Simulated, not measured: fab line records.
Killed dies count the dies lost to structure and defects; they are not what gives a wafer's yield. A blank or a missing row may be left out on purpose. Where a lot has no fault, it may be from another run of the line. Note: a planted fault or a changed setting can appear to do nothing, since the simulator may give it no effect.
Comparing a struck lot with a sound one ; flow rit cmos ; 43 out of 202 route steps
Sound: wafers L794.2, L794.5, L794.6. The struck wafers were L784.1, L784.2, L784.6. Last of all comes the cause.
For every step that has rows: the tool of each side, followed by ch and its chambers, followed by its first start. Under that, the readings that differ: sound wafers ; struck wafers ; difference of the means ; sigmas: that difference in standard deviations of wafers without a fault.
alike: words and numbers the same on both sides, and readings whose means are apart by under 2 such deviations; not compared: readings that were withheld, readings missing a value for some wafer, numbers with overlapping values and no deviation given by the record, and bounds like >300 which may hide the same value.
The two part at a step that has a row with sigmas, a row that says differs or no value, or rows on one side only. Numbers that don't overlap but have no deviation are shown without sigmas and don't part them. Lack of a reading on every wafer of one side parts them only where that side has two or more wafers.

first, 2 steps without rows for these wafers: RIT_FOX2_CLEAN_02 (cleans in dHF, time 180 s); RIT_FOX2_WET_ETCH_03 (etches Si3N4 in H3PO4, target depth 195 nm, time 2801 s).
RIT_FOX2_THK_MEAS_90:
  sound on film metro-01, day 6 06:50; struck on film metro-01, day 4 05:41
  alike: FIELD_OXIDE_LEFT_1_THK
then, 6 steps without rows for these wafers: RIT_NWELL_HMDS_00 (prime time 60 s); RIT_NWELL_COAT_01 (resist thk 1300 nm); RIT_NWELL_SOFTBAKE_02 (time 60 s); RIT_NWELL_EXPOSE_03 (exposes mask M2, target cd 43900 nm); RIT_NWELL_PEB_04; RIT_NWELL_DEVELOP_05 (develop time 68 s).
RIT_NWELL_OVL_MEAS_06:
  sound on overlay-02, day 6 07:46; struck on overlay-01, day 4 06:44
  alike: NWELL_OVL
then, 2 steps without rows for these wafers: RIT_NWELL_HARDBAKE_07 (time 120 s); RIT_NWELL_IMPLANT_08.
RIT_NWELL_STRIP_09: strips in O2, time 180 s.
  sound on plasma asher-04 ch 0,1, day 6 08:12; struck on plasma asher-01 ch 0,1, day 4 07:11
  no value came back on the struck wafers for chamber pressure mTorr (mTorr), drypump motor current A (A); on the sound wafers chamber pressure mTorr (mTorr) reads 3997 4000 4000
reading;sound;struck;difference;sigmas
model.NOVOLAK_of_NWELL_COAT_01.thk nm (nm);0 0 0;1143 1140 1140;+1141;
  not compared: rf hours counter h
RIT_NWELL_TW_MEAS_10:
  sound on film metro-02, day 6 08:23; struck on film metro-04, day 4 07:21
  alike: NWELL_TW
then, 2 steps without rows for these wafers: RIT_PWELL_HMDS_00 (prime time 60 s); RIT_PWELL_COAT_01 (resist thk 1300 nm).
RIT_PWELL_SOFTBAKE_02: time 62.36 s.
  sound on litho track-03 ch 0, day 6 08:46; struck on litho track-03 ch 0, day 4 07:43
reading;sound;struck;difference;sigmas
plate sensor t edge C (C);91.013 90.998 91.007;91.031 91.026 91.026;+0.022;+2
  alike: heater power total W, plate sensor t centre C
then, 3 steps without rows for these wafers: RIT_PWELL_EXPOSE_03 (exposes mask M3, target cd 43700 nm); RIT_PWELL_PEB_04; RIT_PWELL_DEVELOP_05 (develop time 68 s).
RIT_PWELL_OVL_MEAS_06:
  sound on overlay-01, day 6 09:33; struck on overlay-02, day 4 08:25
  alike: PWELL_OVL
then, 2 steps without rows for these wafers: RIT_PWELL_HARDBAKE_07 (time 120 s); RIT_PWELL_IMPLANT_08.
RIT_PWELL_STRIP_09: strips in O2, time 180 s.
  sound on plasma asher-02 ch 0,1, day 6 10:08; struck on plasma asher-04 ch 0,1, day 4 08:52
  alike: chamber pressure mTorr, drypump motor current A
  not compared: rf hours counter h
RIT_PWELL_TW_MEAS_10:
  sound on film metro-03, day 6 10:19; struck on film metro-03, day 4 09:02
reading;sound;struck;difference;sigmas
PWELL_TW;960 959 959;30 30 30;-929;-99 or more
then, 1 step without rows for these wafers: RIT_WELLDRIVE_ANNEAL_00 (time 14700 s).
RIT_WELLDRIVE_RS_MEAS_01: uses a four-point probe to measure.
  sound on film metro-04, day 6 15:29; struck on film metro-02, day 4 14:54
  alike: NWELL_RS
RIT_WELLDRIVE_RS_MEAS_02: uses a four-point probe to measure.
  sound on film metro-04, day 6 15:36; struck on film metro-02, day 4 15:01
  alike: PWELL_RS
then, 6 steps without rows for these wafers: RIT_NRETRO_HMDS_00 (prime time 60 s); RIT_NRETRO_COAT_01 (resist thk 1300 nm); RIT_NRETRO_SOFTBAKE_02 (time 60 s); RIT_NRETRO_EXPOSE_03 (exposes mask M4, target cd 43900 nm); RIT_NRETRO_PEB_04; RIT_NRETRO_DEVELOP_05 (develop time 68 s).
RIT_NRETRO_OVL_MEAS_06:
  sound on overlay-02, day 6 16:43; struck on overlay-01, day 4 16:08
  alike: NRETRO_OVL
then, 2 steps without rows for these wafers: RIT_NRETRO_HARDBAKE_07 (time 120 s); RIT_NRETRO_IMPLANT_08.
RIT_NRETRO_STRIP_09: strips in O2, time 180 s.
  sound on plasma asher-02 ch 0,1, day 6 17:11; struck on plasma asher-02 ch 0,1, day 4 16:35
  alike: chamber pressure mTorr, drypump motor current A
  not compared: rf hours counter h
RIT_NRETRO_TW_MEAS_10:
  sound on film metro-01, day 6 17:22; struck on film metro-01, day 4 16:46
reading;sound;struck;difference;sigmas
NRETRO_TW;1023 1028 1029;29 29 30;-997;-99 or more
then, 3 steps without rows for these wafers: RIT_PRETRO_HMDS_00 (prime time 60 s); RIT_PRETRO_COAT_01 (resist thk 1300 nm); RIT_PRETRO_SOFTBAKE_02 (time 60 s).
RIT_PRETRO_TW_MEAS_10:
  sound on film metro-02, day 6 18:55; struck on film metro-02, day 4 18:19
reading;sound;struck;difference;sigmas
PRETRO_TW;480 477 475;30 30 30;-447;-75

WHERE THEY PART
Last at RIT_PRETRO_TW_MEAS_10 as far as this record goes, first at RIT_NWELL_STRIP_09.

WHY: whatever the simulator had introduced
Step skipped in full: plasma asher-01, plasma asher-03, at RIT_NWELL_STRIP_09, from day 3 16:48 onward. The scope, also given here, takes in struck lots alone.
